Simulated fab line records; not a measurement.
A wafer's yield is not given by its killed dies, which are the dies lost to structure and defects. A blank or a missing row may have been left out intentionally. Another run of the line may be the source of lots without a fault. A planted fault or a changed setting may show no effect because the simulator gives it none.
Which tool did it? -- flow ritCmos -- 14 lots, 42 wafers sampled, at 2 steps of a route of 202

## WHAT EACH GAUGE READ, for each wafer
RIT_PSD_TW_MEAS_10. Usual: for PSD_TW the level is 3422 and the standard deviation is 31.
lot,measured,on,PSD_TW,flag
L792,day 3 01:13,filmMetro-04,3392 3404 3381,
L793,day 3 05:29,filmMetro-01,3450 3459 3457,
L795,day 3 16:47,filmMetro-04,3403 3388 3404,
L796,day 4 01:28,filmMetro-02,3391 3416 3423,
L798,day 4 09:11,filmMetro-04,3389 3395 3391,
L800,day 4 18:29,filmMetro-02,3397 3405 3382,
L801,day 4 22:38,filmMetro-02,3383 3398 3370,
L807,day 6 04:18,filmMetro-02,3405 3431 3421,
L808,day 6 09:01,filmMetro-02,3426 3418 3420,
L809,day 6 17:23,filmMetro-04,3413 3446 3419,
L810,day 6 23:16,filmMetro-04,3436 3447 3426,
L811,day 7 03:50,filmMetro-01,3481 3488 3477,
L814,day 7 17:57,filmMetro-01,3459 3483 3483,
L815,day 7 23:44,filmMetro-01,3489 3483 3486,

## WHAT TOOL EACH LOT RAN ON (gives the tool, then ch and the chambers of the sampled wafers, and finally the start)
lot,RIT_PSD_STRIP_09
L792,"plasmaAsher-01 ch 0,1, day 3 01:02"
L793,"plasmaAsher-04 ch 0,1, day 3 05:22"
L795,"plasmaAsher-04 ch 0,1, day 3 16:37"
L796,"plasmaAsher-01 ch 0,1, day 4 01:20"
L798,"plasmaAsher-04 ch 0,1, day 4 09:03"
L800,"plasmaAsher-02 ch 0,1, day 4 18:19"
L801,"plasmaAsher-02 ch 0,1, day 4 22:28"
L807,"plasmaAsher-04 ch 0,1, day 6 04:07"
L808,"plasmaAsher-02 ch 0,1, day 6 08:53"
L809,"plasmaAsher-02 ch 0,1, day 6 17:13"
L810,"plasmaAsher-01 ch 0,1, day 6 23:05"
L811,"plasmaAsher-04 ch 0,1, day 7 03:40"
L814,"plasmaAsher-01 ch 0,1, day 7 17:46"
L815,"plasmaAsher-01 ch 0,1, day 7 23:34"
- RIT_PSD_STRIP_09: strips in O2, time 180 s.

## AS READ BY THE TOOLS THEMSELVES (means over the sampled wafers that have a number; for cases with no such wafer, the mark the record gives instead)
RIT_PSD_STRIP_09. Usual: chamberPressureMTorr 4000 mTorr, standard deviation 3.5; drypumpMotorCurrentA 5.7 A, standard deviation 0.32.
lot,tool,chamberPressureMTorr (mTorr),drypumpMotorCurrentA (A),flag
L792,plasmaAsher-01,4004,5.6,
L793,plasmaAsher-04,3997,5.6,
L795,plasmaAsher-04,4002,5.6,
L796,plasmaAsher-01,4001,5.9,
L798,plasmaAsher-04,3999,5.4,
L800,plasmaAsher-02,4001,5.9,
L801,plasmaAsher-02,4002,5.9,
L807,plasmaAsher-04,4001,5.4,
L808,plasmaAsher-02,4004,5.9,
L809,plasmaAsher-02,4000,5.9,
L810,plasmaAsher-01,3998,5.6,
L811,plasmaAsher-04,4003,5.5,
L814,plasmaAsher-01,4000,5.9,
L815,plasmaAsher-01,3999,5.9,

## THE ANSWER, worked out from the rows above alone
Rule: lot off if the mean of its wafers having a number is beyond 3 standard deviations from the usual mean. Also off: a lot with no number at a reading for which 4 or more lots have one. Any other lot the step has rows for is counted as sound. The gauges are gone through in route order, then the tools' own readings, and for those a lot's mean is taken as printed above. At the first step where some lot is off, the reading lying furthest off is the one used; lots without a number count as furthest.
None of the lots is off at any reading shown; this tells nothing.

## WHAT HAD BEEN PUT IN BY THE SIMULATOR
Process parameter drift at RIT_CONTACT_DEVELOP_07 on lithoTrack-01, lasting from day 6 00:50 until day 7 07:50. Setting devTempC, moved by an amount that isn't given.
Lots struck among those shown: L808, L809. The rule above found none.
